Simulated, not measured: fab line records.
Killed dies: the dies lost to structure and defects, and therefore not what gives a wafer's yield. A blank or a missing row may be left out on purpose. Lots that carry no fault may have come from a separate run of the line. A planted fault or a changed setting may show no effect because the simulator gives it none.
Comparing a struck lot with a sound one :: flow rit_cmos :: 27 out of 202 route steps
Sound: wafers L467.2, L467.4, L467.6. Struck: wafer L477.4 (left out: L477.3, L477.5 of the same lot, which were not struck); the cause appears at the end.
For every step that has rows: the tool of each side, followed by ch and its chambers, followed by its first start. Under that, the readings that differ: sound wafers :: struck wafers :: difference of the means :: sigmas: that difference in standard deviations of wafers without a fault.
alike: words and numbers the same on both sides, and readings whose means are apart by under 2 such deviations; not compared: readings that were withheld, readings missing a value for some wafer, numbers with overlapping values and no deviation given by the record, and bounds like >300 which may hide the same value.
A row with sigmas, a row that says differs or no value, or rows on one side alone: a step with any of these is where the two part. Numbers that have no deviation but don't overlap get no sigmas and don't part them. A reading missing from all wafers of one side parts the sides only when that side holds two or more wafers.

first, 4 steps without rows for these wafers: RIT_CONTACT_SOFTBAKE_04 (time 60 s); RIT_CONTACT_EXPOSE_05 (exposes mask M11, target cd 1000 nm); RIT_CONTACT_PEB_06; RIT_CONTACT_DEVELOP_07 (develop time 120 s).
RIT_CONTACT_CD_MEAS_08: the cd target is 1000 nm.
  sound on cd_sem-01, day 4 18:02; struck on cd_sem-02, day 6 18:11
  alike: cd_nm
RIT_CONTACT_OVL_MEAS_09:
  sound on overlay-01, day 4 18:09; struck on overlay-01, day 6 18:17
  alike: CONTACT_OVL
then, 1 step without rows for these wafers: RIT_CONTACT_HARDBAKE_10 (time 60 s).
RIT_CONTACT_ETCH_11: etches SiO2 in CHF3/CF4/Ar, stops on TiSi2, target depth 480 nm, time 320 s.
  sound on rie_diel-01 ch 0,2, day 4 18:20; struck on rie_diel-01 ch 0, day 6 18:27
  alike: chamber_pressure_mTorr, drypump_motor_current_A, oes_product_au, throttle_valve_pct
  not compared: rf_hours_counter_h
RIT_CONTACT_STRIP_12: strips in O2, time 180 s.
  sound on plasma_asher-03 ch 0,1, day 4 18:31; struck on plasma_asher-02 ch 0, day 6 18:42
reading: drypump_motor_current_A (A)
sound: 5.8 5.2 5.2
struck: 6.2
difference: +0.8
sigmas: +2
  alike: chamber_pressure_mTorr
  not compared: rf_hours_counter_h
RIT_CONTACT_CD_MEAS_90: the cd target is 1000 nm.
  sound on cd_sem-02, day 4 18:43; struck on cd_sem-02, day 6 18:52
  alike: cd_nm
then, 2 steps without rows for these wafers: RIT_CONTACT_CLEAN_13 (cleans in SC1, time 600 s); RIT_CONTACT_CLEAN_14 (cleans in SC2, time 600 s).
RIT_M1_SPUTTER_00: material Al, target thk 400 nm, time 500 s.
  sound on pvd_sputter-01, day 4 19:10; struck on pvd_sputter-01, day 6 19:17
reading: cathode_dc_power_W (W)
sound: 2000.2 1999.5 1999.6
struck: 1959.1
difference: -40.7
sigmas: -99 or more

reading: model.Al_of_M1_SPUTTER_00.thk_nm (nm)
sound: 405.8 405.1 405.2
struck: 392.4
difference: -13.0
sigmas: 
  alike: chamber_pressure_pa, substrate_temp_c, throttle_valve_pct
RIT_M1_RS_MEAS_01: measurement is done with a four-point probe.
  sound on film_metro-04, day 4 19:29; struck on film_metro-03, day 6 19:55
reading: M1_AL_RS (ohm/sq)
sound: 0.0723 0.0725 0.0725
struck: 0.0748
difference: +0.0024
sigmas: +3
RIT_M1_THK_MEAS_02: measures by xrf.
  sound on film_metro-04, day 4 19:35; struck on film_metro-03, day 6 20:01
  alike: M1_AL_THK
then, 6 steps without rows for these wafers: RIT_M1_HMDS_03 (prime time 60 s); RIT_M1_COAT_04 (resist thk 1300 nm); RIT_M1_SOFTBAKE_05 (time 60 s); RIT_M1_EXPOSE_06 (exposes mask M12, target cd 2600 nm); RIT_M1_PEB_07; RIT_M1_DEVELOP_08 (develop time 68 s).
RIT_M1_CD_MEAS_09: the cd target is 2600 nm.
  sound on cd_sem-02, day 4 20:40; struck on cd_sem-01, day 6 20:59
  alike: cd_nm
RIT_M1_OVL_MEAS_10:
  sound on overlay-02, day 4 20:46; struck on overlay-02, day 6 21:04
  alike: M1_OVL
then, 1 step without rows for these wafers: RIT_M1_HARDBAKE_11 (time 120 s).
RIT_M1_METAL_ETCH_12: etches Al in Cl2/BCl3, stops on SiO2, time 165 s, target depth 600 nm.
  sound on rie_metal-03 ch 0,1, day 4 21:03; struck on rie_metal-02 ch 1, day 6 21:24
reading: model.etch.depth_nm (nm)
sound: 405.8 405.1 405.2
struck: 392.4
difference: -13.0
sigmas: 

reading: model.M1.feature_depth_nm (nm)
sound: 438.5 437.9 437.4
struck: 424.2
difference: -13.7
sigmas: 
  alike: chamber_pressure_mTorr, drypump_motor_current_A, oes_product_au, throttle_valve_pct
  not compared: rf_hours_counter_h
then, 1 step without rows for these wafers: RIT_M1_STRIP_13 (strips in nmp, time 600 s).
RIT_M1_PROBE_99:
  sound on prober-01, day 4 23:22; struck on prober-01, day 6 23:45
reading: model.etest.m1.rs_ohm_sq
sound: 0.07131 0.07116 0.072
struck: 0.07382
difference: +0.00233
sigmas: 
  alike: killed_at_contacts, killed_at_front_end, killed_dies, killed_open, killed_short

WHERE THEY PART
Last at RIT_M1_RS_MEAS_01 as far as this record goes, first at RIT_CONTACT_STRIP_12. Later steps at which nothing parts them and some readings are alike: RIT_M1_THK_MEAS_02, RIT_M1_CD_MEAS_09, RIT_M1_OVL_MEAS_10, RIT_M1_METAL_ETCH_12, RIT_M1_PROBE_99.

WHY: what had been put in by the simulator
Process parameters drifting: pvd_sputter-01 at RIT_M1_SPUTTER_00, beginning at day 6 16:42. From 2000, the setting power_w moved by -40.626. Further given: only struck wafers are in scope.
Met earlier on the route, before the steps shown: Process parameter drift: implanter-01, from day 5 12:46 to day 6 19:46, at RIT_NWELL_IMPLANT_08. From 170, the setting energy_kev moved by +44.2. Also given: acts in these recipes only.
